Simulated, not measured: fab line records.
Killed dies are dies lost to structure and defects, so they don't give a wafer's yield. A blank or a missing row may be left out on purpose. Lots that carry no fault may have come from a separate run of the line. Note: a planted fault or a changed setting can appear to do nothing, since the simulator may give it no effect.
Chamber matching | flow berkeleyCmos170 | rieSi-02 running UCB170_GATE_ETCH_15: 4 sister chambers
The step etches poly-Si in HBr/Cl2, stops on SiO2, time 56.3 s, target depth 278.2 nm. 14 wafers are shown with their chamber, then 7 later ones without.

EACH WAFER AND ITS CHAMBER
wafer  | chamber | throttleValvePct (%) | heBacksideLeakSccm (sccm) | oesProductAu (a.u.)
L885.4 | 1       | 26.35                | 3.14                      | 0.846
L885.5 | 3       | 26.51                | 3.48                      | 0.795
L885.6 | 0       | 26.16                | 2.96                      | 0.838
L884.2 | 0       | 26.15                | 2.99                      | 0.832
L884.4 | 1       | 26.36                | 3.01                      | 0.839
L884.6 | 3       | 26.52                | 3.54                      | 0.799
L887.4 | 0       | 26.16                | 2.88                      | 0.855
L887.5 | 1       | 26.35                | 3.02                      | 0.860
L887.6 | 3       | 26.50                | 3.50                      | 0.814
L894.1 | 2       | 26.15                | 2.83                      | 0.830
L894.3 | 1       | 26.37                | 2.89                      | 0.853
L894.5 | 3       | 26.50                | 3.54                      | 0.821
L901.2 | 1       | 26.36                | 3.03                      | 0.849
L901.3 | 3       | 26.49                | 3.46                      | 0.807

SIGNATURES (means of the wafers above)
reading            | chamber 0 | chamber 1 | chamber 2 | chamber 3 | scatter within a chamber
throttleValvePct   | 26.1567   | 26.3580   | 26.1500   | 26.5040   | 0.00931
heBacksideLeakSccm | 2.9433    | 3.0180    | 2.8300    | 3.5040    | 0.0656
oesProductAu       | 0.84167   | 0.84940   | 0.83000   | 0.80720   | 0.00991
Rule: a wafer's distance from a chamber is the root of the sum, over the readings, of the square of ((its reading less the chamber's mean) divided by the reading's scatter). The wafer belongs to the nearest chamber; if the next one is less than 2 further off, it can't be placed. The scatter: the root of (the sum of the squares of (reading less its chamber's mean) over the shown wafers, divided by (wafers less chambers)).

WAFERS MISSING THEIR CHAMBER
wafer  | throttleValvePct (%) | heBacksideLeakSccm (sccm) | oesProductAu (a.u.)
L901.5 | 26.15                | 2.73                      | 0.824
L903.1 | 26.37                | 3.10                      | 0.863
L903.2 | 26.14                | 2.72                      | 0.831
L903.4 | 26.37                | 2.92                      | 0.860
L906.1 | 26.15                | 2.57                      | 0.825
L906.3 | 26.36                | 3.12                      | 0.856
L906.5 | 26.37                | 3.13                      | 0.857

THE CHAMBER EACH PASSED THROUGH
wafer  | from the rows above     | in truth
L901.5 | 2                       | 2
L903.1 | 1                       | 1
L903.2 | can't be placed: 2 or 0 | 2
L903.4 | 1                       | 1
L906.1 | can't be placed: 2 or 0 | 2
L906.3 | 1                       | 1
L906.5 | 1                       | 1
Correct placement for 5 of the 7. Cannot be placed on the basis of these rows: 2; the candidates contain the true chamber in 2. Wrongly placed: 0.
